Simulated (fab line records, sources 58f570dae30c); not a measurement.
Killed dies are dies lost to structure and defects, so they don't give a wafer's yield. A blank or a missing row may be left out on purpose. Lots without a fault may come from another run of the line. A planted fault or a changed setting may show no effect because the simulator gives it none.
Problem report in the 8D (eight disciplines) form, filled by code | flow berkeley_cmos170 | the parts of the form that need people (team, actions taken, sign-off) are left out

1. THE PROBLEM
PSD_RS at UCB170_SDANNEAL_RS_MEAS_02 reads a mean of 69.6 ohm/sq on 6 wafers of 2 lots; wafers without a fault read 75.5 ohm/sq with a standard deviation of 0.39. That is -15 standard deviations from the usual mean.
The step: measures by four-point-probe.
First seen on wafer L341.2, day 9 14:10, on film_metro-02. The record holds 42 wafers of 14 lots with a number at this step. Rule for "out", or "out of limits": more than 4 standard deviations from the usual mean. The other wafers with a number count as sound.

2. WHAT IT IS AND WHAT IT IS NOT
question                    | is                           | is not
which readings at this step | PSD_RS                       | -
which lots                  | L340, L341                   | L327, L329, L330, L331, L332, L333, L334, L337, L344, L345, L347, L348
which wafers of those lots  | all that have a number       | -
read on which gauges        | film_metro-02, film_metro-04 | film_metro-01
when                        | from day 9 14:10             | up to then (24 sound wafers); but 12 sound wafers of L344, L345, L347, L348 came after

3. SUSPECTS, AND WHAT RULES EACH OUT
Counting: a tool at a process step up to the reading stays a suspect if it ran every lot that is out and no sound lot after the first of them.
- the gauge at UCB170_SDANNEAL_RS_MEAS_02: ruled out. The wafers that are out were read on 2 gauges (film_metro-02, film_metro-04).
- rtp_anneal-01 at UCB170_SDANNEAL_RTA_01 (time 5 s): kept. It ran every lot that is out, first L341 (day 9 14:05), and no sound lot after that; its last sound lot up to then is L337 (day 9 01:28).
Left after counting: rtp_anneal-01 at UCB170_SDANNEAL_RTA_01.

4. THE CAUSE (what the simulator had put in)
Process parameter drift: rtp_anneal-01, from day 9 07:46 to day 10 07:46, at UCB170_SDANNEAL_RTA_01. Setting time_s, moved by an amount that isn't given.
Counting left only this tool.

5. THE CHAIN OF EFFECTS, in route order
Each row: a reading whose mean over the struck wafers that have a number lies more than 3 standard deviations from the usual. Only readings for which the record gives a usual standard deviation are gone through. hours: the time from each lot's start at the first step in this table that gives one to its start at this step, as a median over the lots. sigmas: the change in usual standard deviations.
hours | step                       | reading | usual        | on struck wafers | change | sigmas
0     | UCB170_SDANNEAL_RS_MEAS_02 | PSD_RS  | 75.5 ohm/sq  | 69.6             | -5.9   | -15
0     | UCB170_SDANNEAL_RS_MEAS_03 | NSD_RS  | 37.26 ohm/sq | 35.91            | -1.35  | -11
Later measuring or inspecting steps at which every struck wafer that the step has a row for has a number for every such reading, and none has moved that far: UCB170_SDANNEAL_RS_MEAS_04, UCB170_M1_CD_MEAS_09.

6. WHAT WOULD HAVE CAUGHT IT SOONER
In this record the first reading out of limits at a measuring or inspecting step was taken at day 9 14:10, 6 hours after the fault began at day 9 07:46.
Of the tool readings at UCB170_SDANNEAL_RTA_01 for which the record gives a usual standard deviation, none was out on any struck wafer, so an alarm limit of 4 standard deviations on them would not have fired.
Of the lots that are out (2), L340 began UCB170_SDANNEAL_RTA_01 on rtp_anneal-01 after day 9 14:10. A hold on the tool at that time would have spared it.
